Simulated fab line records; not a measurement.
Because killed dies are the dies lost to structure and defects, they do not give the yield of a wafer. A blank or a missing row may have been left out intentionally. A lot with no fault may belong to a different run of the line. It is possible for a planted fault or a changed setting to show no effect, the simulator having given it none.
Matching of chambers -- flow berkeley cmos170 -- 4 sister chambers for UCB170_M2_ETCH_17 on rie diel-02
The step etches BARC in N2/H2. 14 wafers are shown with their chamber, then 7 later ones without.

WAFERS WITH THEIR CHAMBER
wafer,chamber,throttle valve pct (%),drypump motor current A (A),rf fwd power W (W)
L535.2,2,13.47,5.6,495.4
L535.4,3,13.50,6.5,496.8
L535.6,0,13.40,5.8,497.1
L540.2,0,13.41,5.9,494.0
L540.3,1,13.10,6.2,493.8
L540.6,0,13.40,5.8,496.7
L543.1,2,13.46,5.6,494.8
L543.4,1,13.12,6.2,494.6
L543.6,1,13.11,6.2,493.3
L547.1,3,13.49,6.4,495.5
L547.3,1,13.10,6.3,494.3
L547.6,0,13.41,5.9,498.0
L550.2,0,13.42,5.9,494.3
L550.5,3,13.49,6.5,495.4

SIGNATURES (means of the wafers above)
reading,chamber 0,chamber 1,chamber 2,chamber 3,scatter within a chamber
throttle valve pct,13.4080,13.1075,13.4650,13.4933,0.0082
drypump motor current A,5.860,6.225,5.600,6.467,0.0512
rf fwd power W,496.020,494.000,495.100,495.900,1.22
Rule: a wafer's distance from a chamber is the root of the sum, over the readings, of the square of ((its reading less the chamber's mean) divided by the reading's scatter). If the next closest chamber is less than 2 further off than the closest, the wafer can't be placed; otherwise it belongs to the closest. The scatter: take each reading less its chamber's mean, square it, sum over the shown wafers, divide by the number of wafers less the number of chambers, and take the root.

WAFERS WHOSE CHAMBER IS MISSING
wafer,throttle valve pct (%),drypump motor current A (A),rf fwd power W (W)
L550.6,13.45,5.6,494.5
L557.4,13.45,5.6,497.1
L557.5,13.41,5.8,496.4
L557.6,13.49,6.4,496.4
L558.1,13.41,5.9,497.7
L558.2,13.11,6.2,495.0
L558.5,13.49,6.5,490.5

WHICH CHAMBER EACH WENT THROUGH
wafer,from the rows above,in truth
L550.6,2,2
L557.4,2,2
L557.5,0,0
L557.6,3,3
L558.1,0,0
L558.2,1,1
L558.5,3,3
7 of 7 placed correctly. Not placeable from these rows: 0. Number placed wrongly: 0.
